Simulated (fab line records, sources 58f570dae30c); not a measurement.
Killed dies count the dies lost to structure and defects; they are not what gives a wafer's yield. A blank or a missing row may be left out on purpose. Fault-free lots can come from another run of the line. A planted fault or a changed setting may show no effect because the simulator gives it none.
Problem report, 8D (eight disciplines) form, completed by code + flow berkeley-cmos170 + the parts of the form that need people (team, actions taken, sign-off) are left out

## 1. WHAT IS WRONG
Wafers without a fault read 21.00 C, standard deviation 0.098; developer-temp-C at UCB170_V2_DEVELOP_11 reads a mean of 20.12 C on 6 wafers belonging to 2 lots. That is -9.0 standard deviations from the usual mean.
The step: develop time 45 s.
First observed at day 11 01:00: wafer L266.3, on litho-track-02. The record holds 42 wafers of 14 lots with a number at this step. Rule for "out" (also "out of limits"): further than 4 standard deviations from the usual mean. Any other wafer with a number is counted as sound.

## 2. WHAT IT IS, WHAT IT ISN'T
| question                    | is                     | is not                                                                          |
|-----------------------------|------------------------|---------------------------------------------------------------------------------|
| which readings at this step | developer-temp-C       | -                                                                               |
| which lots                  | L266, L267             | L251, L252, L253, L254, L255, L257, L259, L260, L265, L268, L272, L274          |
| which wafers of those lots  | all that have a number | -                                                                               |
| read on which tools         | litho-track-02         | litho-track-01, litho-track-04                                                  |
| when                        | from day 11 01:00      | up to then (27 sound wafers); but 9 sound wafers of L268, L272, L274 came after |

## 3. SUSPECTS, AND WHAT RULES EACH OUT
Counting: any tool at a process step up to the reading is kept as a suspect provided that every lot that is out went through it and no sound lot did after the first of them.
- litho-track-04 at UCB170_M2_SOFTBAKE_06 (time 61.63 s): kept. Every lot that is out went through it, starting with L266 (day 10 21:04), and after that it ran no sound lot; the last sound lot it ran before then is L265 (day 10 20:30).
- litho-track-02 at UCB170_V2_DEVELOP_11 (develop time 45 s): kept. Every lot that is out went through it, starting with L266 (day 11 01:00), and after that it ran no sound lot; the last sound lot it ran before then is L259 (day 9 13:00). Out on those wafers are its own readings of developer-temp-C.
Left after counting: litho-track-04 at UCB170_M2_SOFTBAKE_06, litho-track-02 at UCB170_V2_DEVELOP_11.

## 4. THE CAUSE (what the simulator had put in)
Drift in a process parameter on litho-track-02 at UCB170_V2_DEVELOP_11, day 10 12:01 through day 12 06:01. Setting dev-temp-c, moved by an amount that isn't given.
After counting, 2 suspects remain, this tool included.

## 5. THE CHAIN OF EFFECTS, in route order
Rows list readings where the struck wafers' mean (over those with a number) sits beyond 3 standard deviations from the usual. Only readings for which the record gives a usual standard deviation are gone through. hours: the time from each lot's start at the first step in this table that gives one to its start at this step, as a median over the lots. sigmas: the change in usual standard deviations.
| hours | step                 | reading          | usual   | on struck wafers | change | sigmas |
|-------|----------------------|------------------|---------|------------------|--------|--------|
| 0     | UCB170_V2_DEVELOP_11 | developer-temp-C | 21.00 C | 20.12            | -0.88  | -9.0   |
It contains these process steps:
- UCB170_V2_DEVELOP_11: develop time 45 s.
At these later measuring or inspecting steps, every struck wafer for which the step has a row has a number for every such reading, and none has moved that far: UCB170_M3_RS_MEAS_02.

## 6. HOW IT WOULD HAVE BEEN CAUGHT EARLIER
The fault began at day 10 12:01; the first out-of-limits reading in this record came at day 11 01:00, 13 hours later.
